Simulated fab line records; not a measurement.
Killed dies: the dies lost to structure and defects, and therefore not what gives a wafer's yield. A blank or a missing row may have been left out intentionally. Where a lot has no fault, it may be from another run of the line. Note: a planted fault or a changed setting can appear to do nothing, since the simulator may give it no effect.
Which tool did it? / flow rit cmos / 14 lots, 42 wafers sampled, at 4 steps of a route of 202

WHAT THE GAUGES READ, wafer by wafer
RIT_CONTACT_OVL_MEAS_09.
lot=L688; measured=day 3 09:33; on=overlay-02; CONTACT_OVL (nm)=-1.7 -2.0 -2.5
lot=L690; measured=day 3 19:41; on=overlay-01; CONTACT_OVL (nm)=-2.8 -2.5 -1.6
lot=L691; measured=day 3 21:16; on=overlay-01; CONTACT_OVL (nm)=-1.5 -1.5 -1.8
lot=L692; measured=day 4 04:02; on=overlay-02; CONTACT_OVL (nm)=-0.3 0.2 1.4
lot=L693; measured=day 4 05:55; on=overlay-02; CONTACT_OVL (nm)=-1.2 -1.2 -0.4
lot=L694; measured=day 4 10:31; on=overlay-02; CONTACT_OVL (nm)=-1.7 -2.5 -0.9
lot=L695; measured=day 4 14:01; on=overlay-02; CONTACT_OVL (nm)=0.3 -1.2 0.5
lot=L696; measured=day 4 20:23; on=overlay-01; CONTACT_OVL (nm)=-0.5 -1.4 -2.6
lot=L701; measured=day 5 20:03; on=overlay-01; CONTACT_OVL (nm)=1.9 3.9 3.8
lot=L702; measured=day 6 02:15; on=overlay-02; CONTACT_OVL (nm)=-1.7 -1.7 -0.6
lot=L705; measured=day 6 17:08; on=overlay-02; CONTACT_OVL (nm)=1.9 0.0 0.4
lot=L707; measured=day 7 03:19; on=overlay-01; CONTACT_OVL (nm)=-0.6 -0.5 0.0
lot=L709; measured=day 7 12:49; on=overlay-01; CONTACT_OVL (nm)=-1.3 -1.7 -3.5
lot=L710; measured=day 7 18:43; on=overlay-02; CONTACT_OVL (nm)=-0.8 0.5 -0.3

RIT_M1_RS_MEAS_01: the measuring method here is four-point-probe.
lot=L688; measured=day 3 10:55; on=film metro-04; M1_AL_RS (ohm/sq)=0.0734 0.0737 0.0737
lot=L690; measured=day 3 21:01; on=film metro-04; M1_AL_RS (ohm/sq)=0.0734 0.0737 0.0730
lot=L691; measured=day 3 22:37; on=film metro-02; M1_AL_RS (ohm/sq)=0.0743 0.0743 0.0741
lot=L692; measured=day 4 05:22; on=film metro-03; M1_AL_RS (ohm/sq)=0.0727 0.0730 0.0731
lot=L693; measured=day 4 07:18; on=film metro-03; M1_AL_RS (ohm/sq)=0.0746 0.0743 0.0745
lot=L694; measured=day 4 11:50; on=film metro-02; M1_AL_RS (ohm/sq)=0.0727 0.0720 0.0731
lot=L695; measured=day 4 15:20; on=film metro-02; M1_AL_RS (ohm/sq)=0.0721 0.0714 0.0721
lot=L696; measured=day 4 21:43; on=film metro-02; M1_AL_RS (ohm/sq)=0.0734 0.0725 0.0726
lot=L701; measured=day 5 21:22; on=film metro-02; M1_AL_RS (ohm/sq)=0.0736 0.0732 0.0734
lot=L702; measured=day 6 03:35; on=film metro-03; M1_AL_RS (ohm/sq)=0.0748 0.0732 0.0735
lot=L705; measured=day 6 18:29; on=film metro-02; M1_AL_RS (ohm/sq)=0.0737 0.0730 0.0725
lot=L707; measured=day 7 04:38; on=film metro-03; M1_AL_RS (ohm/sq)=0.0726 0.0720 0.0725
lot=L709; measured=day 7 14:08; on=film metro-02; M1_AL_RS (ohm/sq)=0.0729 0.0730 0.0723
lot=L710; measured=day 7 20:04; on=film metro-04; M1_AL_RS (ohm/sq)=0.0744 0.0732 0.0738

WHAT TOOL EACH LOT RAN ON (gives the tool, then ch and the chambers of the sampled wafers, and finally the start)
lot=L688; RIT_NWELL_STRIP_09=plasma asher-03 ch 0,1, day 1 21:55; RIT_GATE_CLEAN_03=wet bench-03 ch 2, day 2 09:14
lot=L690; RIT_NWELL_STRIP_09=plasma asher-01 ch 0,1, day 2 07:58; RIT_GATE_CLEAN_03=wet bench-03 ch 2, day 2 23:32
lot=L691; RIT_NWELL_STRIP_09=plasma asher-04 ch 0,1, day 2 12:22; RIT_GATE_CLEAN_03=wet bench-01 ch 3, day 3 00:05
lot=L692; RIT_NWELL_STRIP_09=plasma asher-01 ch 0,1, day 2 19:59; RIT_GATE_CLEAN_03=wet bench-03 ch 0, day 3 06:53
lot=L693; RIT_NWELL_STRIP_09=plasma asher-03 ch 0,1, day 2 23:19; RIT_GATE_CLEAN_03=wet bench-02 ch 2, day 3 10:01
lot=L694; RIT_NWELL_STRIP_09=plasma asher-01 ch 0,1, day 3 03:48; RIT_GATE_CLEAN_03=wet bench-01 ch 2, day 3 14:46
lot=L695; RIT_NWELL_STRIP_09=plasma asher-01 ch 0,1, day 3 08:12; RIT_GATE_CLEAN_03=wet bench-03 ch 1, day 3 18:43
lot=L696; RIT_NWELL_STRIP_09=plasma asher-03 ch 0,1, day 3 14:25; RIT_GATE_CLEAN_03=wet bench-01 ch 1, day 4 01:32
lot=L701; RIT_NWELL_STRIP_09=plasma asher-01 ch 0,1, day 4 13:42; RIT_GATE_CLEAN_03=wet bench-03 ch 0, day 5 00:17
lot=L702; RIT_NWELL_STRIP_09=plasma asher-04 ch 0,1, day 4 19:58; RIT_GATE_CLEAN_03=wet bench-03 ch 0, day 5 06:39
lot=L705; RIT_NWELL_STRIP_09=plasma asher-04 ch 0,1, day 5 09:44; RIT_GATE_CLEAN_03=wet bench-02 ch 2, day 5 20:25
lot=L707; RIT_NWELL_STRIP_09=plasma asher-03 ch 0,1, day 5 19:35; RIT_GATE_CLEAN_03=wet bench-02 ch 3, day 6 06:29
lot=L709; RIT_NWELL_STRIP_09=plasma asher-03 ch 0,1, day 6 05:49; RIT_GATE_CLEAN_03=wet bench-02 ch 1, day 6 16:54
lot=L710; RIT_NWELL_STRIP_09=plasma asher-03 ch 0,1, day 6 11:38; RIT_GATE_CLEAN_03=wet bench-01 ch 2, day 6 22:44
- RIT_NWELL_STRIP_09: strips in O2, time 180 s.
- RIT_GATE_CLEAN_03: cleans in SC2, time 600 s.

AS READ BY THE TOOLS THEMSELVES (means over the sampled wafers that have a number; for cases with no such wafer, the mark the record gives instead)
RIT_NWELL_STRIP_09.
lot=L688; tool=plasma asher-03; drypump motor current A (A)=5.5
lot=L690; tool=plasma asher-01; drypump motor current A (A)=5.7
lot=L691; tool=plasma asher-04; drypump motor current A (A)=5.1
lot=L692; tool=plasma asher-01; drypump motor current A (A)=5.9
lot=L693; tool=plasma asher-03; drypump motor current A (A)=5.6
lot=L694; tool=plasma asher-01; drypump motor current A (A)=5.9
lot=L695; tool=plasma asher-01; drypump motor current A (A)=5.7
lot=L696; tool=plasma asher-03; drypump motor current A (A)=5.6
lot=L701; tool=plasma asher-01; drypump motor current A (A)=5.7
lot=L702; tool=plasma asher-04; drypump motor current A (A)=5.3
lot=L705; tool=plasma asher-04; drypump motor current A (A)=5.1
lot=L707; tool=plasma asher-03; drypump motor current A (A)=5.7
lot=L709; tool=plasma asher-03; drypump motor current A (A)=5.5
lot=L710; tool=plasma asher-03; drypump motor current A (A)=5.7

THE ANSWER, worked out from the rows above alone
Rule: what is usual is taken from the lots themselves. Put in order of their means at a reading, lots are off if they are a third of the lots or fewer, leave a main group of 4 or more, and stand apart from it by a gap of 3 or more times the standard deviation of the main group's means; of several such gaps the widest counts. A main group whose means are all the same, to the digits that the tables above print for the reading, isn't used. A lot without any number at a reading at which 4 lots or more have one is off too. Where the step has rows for the other lots, those lots are counted as sound. The gauges are gone through in route order, then the tools' own readings, and for those a lot's mean is taken as printed above. At the first step where some lot is off, the reading lying furthest off is the one used; lots without a number count as furthest.
Across all readings shown, no lot is off: no conclusion can be drawn from this.

WHAT THE SIMULATOR HAD INSERTED
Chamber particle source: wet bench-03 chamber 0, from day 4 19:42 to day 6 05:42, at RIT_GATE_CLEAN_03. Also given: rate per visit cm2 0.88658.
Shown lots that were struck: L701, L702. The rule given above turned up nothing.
